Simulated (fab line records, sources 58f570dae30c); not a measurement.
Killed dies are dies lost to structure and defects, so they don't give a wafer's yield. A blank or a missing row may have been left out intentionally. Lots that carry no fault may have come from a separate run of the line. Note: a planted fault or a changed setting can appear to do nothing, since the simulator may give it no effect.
Matching of chambers :: flow berkeley cmos170 :: rie diel-03 running UCB170_M3_ETCH_17: 4 sister chambers
The step etches BARC in N2/H2. 16 wafers are shown with their chamber, then 8 later ones without.

## WAFERS PAIRED WITH THEIR CHAMBERS
wafer: L339.2
chamber: 0
throttle valve pct (%): 13.32
drypump motor current A (A): 6.0
oes product au (a.u.): 0.999

wafer: L339.3
chamber: 2
throttle valve pct (%): 13.36
drypump motor current A (A): 5.7
oes product au (a.u.): 1.005

wafer: L339.4
chamber: 1
throttle valve pct (%): 13.48
drypump motor current A (A): 5.1
oes product au (a.u.): 1.000

wafer: L346.2
chamber: 0
throttle valve pct (%): 13.34
drypump motor current A (A): 6.0
oes product au (a.u.): 1.001

wafer: L346.3
chamber: 2
throttle valve pct (%): 13.36
drypump motor current A (A): 5.7
oes product au (a.u.): 1.006

wafer: L346.6
chamber: 1
throttle valve pct (%): 13.48
drypump motor current A (A): 5.0
oes product au (a.u.): 1.009

wafer: L345.2
chamber: 3
throttle valve pct (%): 13.14
drypump motor current A (A): 4.9
oes product au (a.u.): 0.996

wafer: L345.4
chamber: 2
throttle valve pct (%): 13.37
drypump motor current A (A): 5.7
oes product au (a.u.): 0.999

wafer: L345.6
chamber: 1
throttle valve pct (%): 13.48
drypump motor current A (A): 5.0
oes product au (a.u.): 1.009

wafer: L351.1
chamber: 0
throttle valve pct (%): 13.33
drypump motor current A (A): 6.0
oes product au (a.u.): 0.997

wafer: L351.4
chamber: 2
throttle valve pct (%): 13.36
drypump motor current A (A): 5.7
oes product au (a.u.): 1.000

wafer: L351.5
chamber: 3
throttle valve pct (%): 13.14
drypump motor current A (A): 4.9
oes product au (a.u.): 0.999

wafer: L353.3
chamber: 1
throttle valve pct (%): 13.48
drypump motor current A (A): 5.0
oes product au (a.u.): 1.005

wafer: L353.4
chamber: 2
throttle valve pct (%): 13.38
drypump motor current A (A): 5.8
oes product au (a.u.): 1.007

wafer: L353.5
chamber: 0
throttle valve pct (%): 13.33
drypump motor current A (A): 6.0
oes product au (a.u.): 0.993

wafer: L355.3
chamber: 0
throttle valve pct (%): 13.34
drypump motor current A (A): 6.0
oes product au (a.u.): 0.984

SIGNATURES (averages over the wafers above)
reading: throttle valve pct
chamber 0: 13.3320
chamber 1: 13.4800
chamber 2: 13.3660
chamber 3: 13.1400
scatter within a chamber: 0.00707

reading: drypump motor current A
chamber 0: 6.000
chamber 1: 5.025
chamber 2: 5.720
chamber 3: 4.900
scatter within a chamber: 0.0359

reading: oes product au
chamber 0: 0.99480
chamber 1: 1.00575
chamber 2: 1.00340
chamber 3: 0.99750
scatter within a chamber: 0.00494
Rule: a wafer lies at a distance from a chamber equal to the root of the sum of squares, over the readings, of (its reading less the chamber's mean, divided by the reading's scatter). If the next closest chamber is less than 2 further off than the closest, the wafer can't be placed; otherwise it belongs to the closest. The scatter is the square root of a quotient: the sum, over the shown wafers, of each reading's squared deviation from its chamber's mean, divided by wafers minus chambers.

## WAFERS WITHOUT THEIR CHAMBER
wafer: L355.4
throttle valve pct (%): 13.13
drypump motor current A (A): 4.9
oes product au (a.u.): 1.003

wafer: L355.6
throttle valve pct (%): 13.47
drypump motor current A (A): 5.0
oes product au (a.u.): 1.007

wafer: L358.1
throttle valve pct (%): 13.12
drypump motor current A (A): 5.0
oes product au (a.u.): 1.004

wafer: L358.2
throttle valve pct (%): 13.37
drypump motor current A (A): 5.7
oes product au (a.u.): 1.018

wafer: L358.3
throttle valve pct (%): 13.48
drypump motor current A (A): 5.0
oes product au (a.u.): 1.009

wafer: L360.2
throttle valve pct (%): 13.38
drypump motor current A (A): 5.7
oes product au (a.u.): 1.012

wafer: L360.3
throttle valve pct (%): 13.11
drypump motor current A (A): 5.0
oes product au (a.u.): 0.987

wafer: L360.4
throttle valve pct (%): 13.32
drypump motor current A (A): 6.0
oes product au (a.u.): 0.995

## EACH ONE'S CHAMBER
wafer: L355.4
from the rows above: 3
in truth: 3

wafer: L355.6
from the rows above: 1
in truth: 1

wafer: L358.1
from the rows above: 3
in truth: 3

wafer: L358.2
from the rows above: 2
in truth: 2

wafer: L358.3
from the rows above: 1
in truth: 1

wafer: L360.2
from the rows above: 2
in truth: 2

wafer: L360.3
from the rows above: 3
in truth: 3

wafer: L360.4
from the rows above: 0
in truth: 0
8 of 8 placed correctly. Left unplaced by these rows: 0. Number placed wrongly: 0.
